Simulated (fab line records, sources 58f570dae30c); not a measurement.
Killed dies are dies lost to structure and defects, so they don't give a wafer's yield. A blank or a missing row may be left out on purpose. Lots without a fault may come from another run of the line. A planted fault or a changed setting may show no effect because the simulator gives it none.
Which tool did it? | flow berkeley_cmos170 | 14 lots, 42 wafers sampled, at 5 steps of a route of 331

WHAT THE GAUGES READ, wafer by wafer
UCB170_V1_CD_MEAS_12: target cd 700 nm. Usual: cd_nm 699.9 nm, standard deviation 1.6.
lot  | measured     | on        | cd_nm (nm)        | flag
L641 | day 6 20:36  | cd_sem-01 | 698.0 698.7 698.8 |
L642 | day 7 09:05  | cd_sem-01 | 701.9 703.5 701.8 |
L644 | day 7 22:49  | cd_sem-01 | 700.7 701.1 699.9 |
L643 | day 7 23:11  | cd_sem-01 | 702.2 701.0 700.6 |
L646 | day 8 08:29  | cd_sem-01 | 697.5 698.9 697.9 |
L647 | day 8 22:14  | cd_sem-02 | 701.6 701.7 702.1 |
L649 | day 8 22:28  | cd_sem-02 | 700.2 699.5 698.1 |
L648 | day 9 08:04  | cd_sem-02 | 699.9 699.6 700.8 |
L650 | day 9 08:09  | cd_sem-01 | 700.3 699.4 699.6 |
L651 | day 9 19:15  | cd_sem-01 | 698.7 698.4 698.2 |
L652 | day 10 07:08 | cd_sem-02 | 699.0 699.5 700.1 |
L654 | day 11 02:34 | cd_sem-02 | 701.6 700.2 700.0 |
L659 | day 11 03:18 | cd_sem-02 | 700.1 701.2 700.8 |
L663 | day 12 02:13 | cd_sem-02 | 699.6 698.6 698.9 |

UCB170_V2_THK_MEAS_01. Usual: V2_TEOS_THK 1988 nm, standard deviation 23.
lot  | measured     | on            | V2_TEOS_THK (nm) | flag
L641 | day 6 23:48  | film_metro-03 | 1965 1973 2001   |
L642 | day 7 12:33  | film_metro-02 | 1977 2023 2033   |
L644 | day 8 02:46  | film_metro-03 | 1987 1992 2020   |
L643 | day 8 03:08  | film_metro-01 | 1977 1977 2004   |
L646 | day 8 12:11  | film_metro-03 | 1988 1980 1979   |
L647 | day 9 01:34  | film_metro-02 | 1944 1983 2001   |
L649 | day 9 02:11  | film_metro-01 | 1986 1967 2007   |
L648 | day 9 11:23  | film_metro-01 | 1991 1980 2000   |
L650 | day 9 11:40  | film_metro-03 | 1947 1989 1970   |
L651 | day 9 22:35  | film_metro-02 | 1974 2001 2007   |
L652 | day 10 11:20 | film_metro-02 | 1998 2005 2038   |
L654 | day 11 07:49 | film_metro-01 | 2002 1997 1989   |
L659 | day 11 08:22 | film_metro-02 | 2220 2009 2229   | OFF
L663 | day 12 06:17 | film_metro-01 | 1982 2221 2043   | OFF

WHICH TOOL RAN EACH LOT (tool, then ch and the chambers of the sampled wafers, then the start)
lot  | UCB170_V1_STRIP_15                   | UCB170_M2_STRIP_19                   | UCB170_V2_CVD_00
L641 | plasma_asher-04 ch 0,1, day 6 20:55  | plasma_asher-04 ch 0,1, day 6 23:25  | pecvd-01 ch 0,2, day 6 23:38
L642 | plasma_asher-03 ch 0,1, day 7 09:30  | plasma_asher-02 ch 0,1, day 7 12:11  | pecvd-04 ch 1,2, day 7 12:23
L644 | plasma_asher-03 ch 0,1, day 7 23:09  | plasma_asher-01 ch 0,1, day 8 02:23  | pecvd-01 ch 0,1, day 8 02:36
L643 | plasma_asher-03 ch 0,1, day 7 23:31  | plasma_asher-04 ch 0,1, day 8 02:41  | pecvd-02 ch 2, day 8 02:54
L646 | plasma_asher-03 ch 0,1, day 8 08:49  | plasma_asher-02 ch 0,1, day 8 11:49  | pecvd-02 ch 0,1,2, day 8 12:02
L647 | plasma_asher-01 ch 0,1, day 8 22:33  | plasma_asher-04 ch 1, day 9 01:11    | pecvd-02 ch 0,1,2, day 9 01:24
L649 | plasma_asher-04 ch 0,1, day 8 22:48  | plasma_asher-02 ch 1, day 9 01:49    | pecvd-04 ch 0,1, day 9 02:02
L648 | plasma_asher-04 ch 0,1, day 9 08:24  | plasma_asher-02 ch 0,1, day 9 11:01  | pecvd-01 ch 0,2, day 9 11:14
L650 | plasma_asher-03 ch 0,1, day 9 08:29  | plasma_asher-04 ch 0,1, day 9 11:17  | pecvd-04 ch 1,2, day 9 11:29
L651 | plasma_asher-01 ch 0,1, day 9 19:35  | plasma_asher-04 ch 0,1, day 9 22:13  | pecvd-01 ch 0,1,2, day 9 22:26
L652 | plasma_asher-03 ch 0,1, day 10 07:28 | plasma_asher-01 ch 0,1, day 10 10:59 | pecvd-02 ch 0,2, day 10 11:10
L654 | plasma_asher-03 ch 0,1, day 11 02:52 | plasma_asher-01 ch 0,1, day 11 07:26 | pecvd-02 ch 0,1,2, day 11 07:39
L659 | plasma_asher-04 ch 0,1, day 11 03:38 | plasma_asher-01 ch 0,1, day 11 08:01 | pecvd-02 ch 0,2, day 11 08:12
L663 | plasma_asher-04 ch 0,1, day 12 02:32 | plasma_asher-01 ch 0,1, day 12 05:56 | pecvd-02 ch 0,1, day 12 06:07
- UCB170_V1_STRIP_15: strips in O2.
- UCB170_M2_STRIP_19: strips in O2.
- UCB170_V2_CVD_00: deposits SiO2 from TEOS/O2, target thk 2000 nm, time 250 s.

WHAT THE TOOLS THEMSELVES READ (means of the sampled wafers that have a number; where no wafer has one, the mark that the record gives instead)
UCB170_V1_STRIP_15. Usual: chamber_pressure_mTorr 3500 mTorr, standard deviation 3.4; drypump_motor_current_A 6.0 A, standard deviation 0.52; oes_product_au 0.722 a.u., standard deviation 0.0046; strip_time_to_endpoint_s 15.37 s, standard deviation 0.089.
lot  | tool            | chamber_pressure_mTorr (mTorr) | drypump_motor_current_A (A) | oes_product_au (a.u.) | strip_time_to_endpoint_s (s) | flag
L641 | plasma_asher-04 | 3499                           | 6.3                         | 0.724                 | 15.34                        |
L642 | plasma_asher-03 | 3504                           | 6.2                         | 0.722                 | 15.28                        |
L644 | plasma_asher-03 | 3499                           | 6.0                         | 0.720                 | 15.37                        |
L643 | plasma_asher-03 | 3499                           | 6.1                         | 0.720                 | 15.34                        |
L646 | plasma_asher-03 | 3500                           | 6.2                         | 0.722                 | 15.45                        |
L647 | plasma_asher-01 | 3505                           | 5.5                         | 0.727                 | 15.49                        |
L649 | plasma_asher-04 | 3500                           | 6.2                         | 0.720                 | 15.38                        |
L648 | plasma_asher-04 | 3500                           | 5.9                         | 0.719                 | 15.41                        |
L650 | plasma_asher-03 | 3500                           | 6.2                         | 0.722                 | 15.28                        |
L651 | plasma_asher-01 | 3501                           | 5.5                         | 0.726                 | 15.40                        |
L652 | plasma_asher-03 | 3501                           | 6.2                         | 0.724                 | 15.37                        |
L654 | plasma_asher-03 | 3502                           | 6.2                         | 0.718                 | 15.41                        |
L659 | plasma_asher-04 | 3504                           | 5.9                         | 0.723                 | 15.28                        |
L663 | plasma_asher-04 | 3502                           | 6.2                         | 0.720                 | 15.39                        |

UCB170_M2_STRIP_19. Usual: chamber_pressure_mTorr 3500 mTorr, standard deviation 3.3; drypump_motor_current_A 5.7 A, standard deviation 0.63; oes_product_au 0.561 a.u., standard deviation 0.014.
lot  | tool            | chamber_pressure_mTorr (mTorr) | drypump_motor_current_A (A) | oes_product_au (a.u.) | flag
L641 | plasma_asher-04 | 3500                           | 5.9                         | 0.559                 |
L642 | plasma_asher-02 | 3498                           | 5.3                         | 0.559                 |
L644 | plasma_asher-01 | 3500                           | 5.5                         | 0.553                 |
L643 | plasma_asher-04 | 3503                           | 6.3                         | 0.577                 |
L646 | plasma_asher-02 | 3502                           | 5.3                         | 0.548                 |
L647 | plasma_asher-04 | 3502                           | 5.6                         | 0.571                 |
L649 | plasma_asher-02 | 3502                           | 5.4                         | 0.560                 |
L648 | plasma_asher-02 | 3501                           | 5.3                         | 0.560                 |
L650 | plasma_asher-04 | 3501                           | 6.2                         | 0.565                 |
L651 | plasma_asher-04 | 3502                           | 6.2                         | 0.551                 |
L652 | plasma_asher-01 | 3502                           | 6.0                         | 0.561                 |
L654 | plasma_asher-01 | 3501                           | 6.1                         | 0.543                 |
L659 | plasma_asher-01 | 3501                           | 5.5                         | 0.553                 |
L663 | plasma_asher-01 | 3500                           | 5.5                         | 0.575                 |

UCB170_V2_CVD_00. Usual: heater_power_w 238 W, standard deviation 54; rf_fwd_power_W 548.9 W, standard deviation 1.7.
lot  | tool     | heater_power_w (W) | rf_fwd_power_W (W) | flag
L641 | pecvd-01 | 210                | 549.4              |
L642 | pecvd-04 | 232                | 548.6              |
L644 | pecvd-01 | 221                | 548.3              |
L643 | pecvd-02 | 323                | 547.7              |
L646 | pecvd-02 | 288                | 548.3              |
L647 | pecvd-02 | 276                | 547.8              |
L649 | pecvd-04 | 236                | 549.6              |
L648 | pecvd-01 | 207                | 548.4              |
L650 | pecvd-04 | 201                | 546.4              |
L651 | pecvd-01 | 191                | 548.0              |
L652 | pecvd-02 | 273                | 548.3              |
L654 | pecvd-02 | 265                | 549.5              |
L659 | pecvd-02 | 211                | 695.5              | OFF
L663 | pecvd-02 | 201                | 622.3              | OFF

THE ANSWER, worked out from the rows above alone
Rule: a lot is off if the mean of its wafers that have a number lies more than 3 standard deviations from the usual mean. A lot without any number at a reading at which 4 lots or more have one is off too. The other lots that the step has rows for count as sound. The gauges are gone through in route order, then the tools' own readings, and for those a lot's mean is taken as printed above. The first step at which some lot is off is used, and at that step the reading that is off furthest; a lot without a number counts as furthest.
Off: L659, L663, at UCB170_V2_THK_MEAS_01 (V2_TEOS_THK).
A tool fits if, at a process step before that reading, it ran every lot that is off, and no sound lot after the first of them. The gauges at UCB170_V2_THK_MEAS_01 aren't tried: what is off there is off at UCB170_V2_CVD_00 too, on other tools, and a gauge's error can't cause that. Can't be told from this: 3 tools fit, plasma_asher-04 at UCB170_V1_STRIP_15, plasma_asher-01 at UCB170_M2_STRIP_19, pecvd-02 at UCB170_V2_CVD_00.

WHAT THE SIMULATOR HAD PUT IN
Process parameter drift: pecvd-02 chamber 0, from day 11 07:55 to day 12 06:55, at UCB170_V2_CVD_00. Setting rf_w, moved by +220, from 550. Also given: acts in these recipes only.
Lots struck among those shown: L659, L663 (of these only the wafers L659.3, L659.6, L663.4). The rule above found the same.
